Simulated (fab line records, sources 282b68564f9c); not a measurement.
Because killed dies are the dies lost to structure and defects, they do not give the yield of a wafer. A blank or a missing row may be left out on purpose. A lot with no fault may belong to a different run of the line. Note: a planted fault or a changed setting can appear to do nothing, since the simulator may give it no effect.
A struck lot beside a sound one / flow rit_cmos / 17 out of 202 route steps
Sound: these wafers, L426.1, L426.4, L426.6. Wafers L434.4, L434.5, L434.6 were the ones struck. Last of all comes the cause.
For every step that has rows: the tool of each side, followed by ch and its chambers, followed by its first start. Under that, the readings that differ: sound wafers / struck wafers / difference of the means / sigmas: that difference in standard deviations of wafers without a fault.
alike: words and numbers the same on both sides, and readings whose means are apart by under 2 such deviations; not compared: readings that were withheld, readings missing a value for some wafer, numbers with overlapping values and no deviation given by the record, and bounds like >300 which may hide the same value.
Wherever a step has rows on one side only, a row that says differs or no value, or a row with sigmas, the two part there. Numbers that don't overlap but have no deviation are shown without sigmas and don't part them. Lack of a reading on every wafer of one side parts them only where that side has two or more wafers.

RIT_PWELL_TW_MEAS_10:
  sound on film_metro-03 at day 3 07:11; struck on film_metro-02 at day 4 21:37
reading=PWELL_TW; sound=958 963 961; struck=935 937 938; difference=-24; sigmas=-2
then, 1 step without rows for these wafers: RIT_WELLDRIVE_ANNEAL_00 (time 14700 s).
RIT_WELLDRIVE_RS_MEAS_01: measures by four-point-probe.
  sound on film_metro-02 at day 3 13:35; struck on film_metro-02 at day 5 02:50
  alike: NWELL_RS
RIT_WELLDRIVE_RS_MEAS_02: measures by four-point-probe.
  sound on film_metro-02 at day 3 13:42; struck on film_metro-02 at day 5 02:58
  alike: PWELL_RS
then, 6 steps without rows for these wafers: RIT_NRETRO_HMDS_00 (prime time 60 s); RIT_NRETRO_COAT_01 (resist thk 1300 nm); RIT_NRETRO_SOFTBAKE_02 (time 60 s); RIT_NRETRO_EXPOSE_03 (exposes mask M4, target cd 43900 nm); RIT_NRETRO_PEB_04; RIT_NRETRO_DEVELOP_05 (develop time 68 s).
RIT_NRETRO_OVL_MEAS_06:
  sound on overlay-02 at day 3 14:48; struck on overlay-02 at day 5 04:02
  alike: NRETRO_OVL
then, 1 step without rows for these wafers: RIT_NRETRO_HARDBAKE_07 (time 120 s).
RIT_NRETRO_IMPLANT_08:
  sound on implanter-04 ch 0, day 3 15:05; struck on implanter-04 ch 0, day 5 04:42
  alike: tilt_deg
RIT_NRETRO_STRIP_09: strips in O2, time 180 s.
  sound on plasma_asher-02 ch 0,1, day 3 15:14; struck on plasma_asher-02 ch 0,1, day 5 04:50
  alike: drypump_motor_current_A
  not compared: rf_hours_counter_h
RIT_NRETRO_TW_MEAS_10:
  sound on film_metro-04 at day 3 15:25; struck on film_metro-01 at day 5 05:13
reading=NRETRO_TW; sound=1046 1043 1048; struck=1314 1317 1320; difference=+271; sigmas=+32
then, 1 step without rows for these wafers: RIT_PRETRO_HMDS_00 (prime time 60 s).
RIT_M1_PROBE_99:
  sound on prober-01 at day 4 21:30; struck on prober-02 at day 6 16:55
  alike: killed_at_front_end, killed_dies, killed_open, killed_short

WHERE THEY PART
First at RIT_PWELL_TW_MEAS_10; last, within this record, at RIT_NRETRO_TW_MEAS_10. Later steps at which nothing parts them and some readings are alike: RIT_M1_PROBE_99.

WHY: the cause the simulator had injected
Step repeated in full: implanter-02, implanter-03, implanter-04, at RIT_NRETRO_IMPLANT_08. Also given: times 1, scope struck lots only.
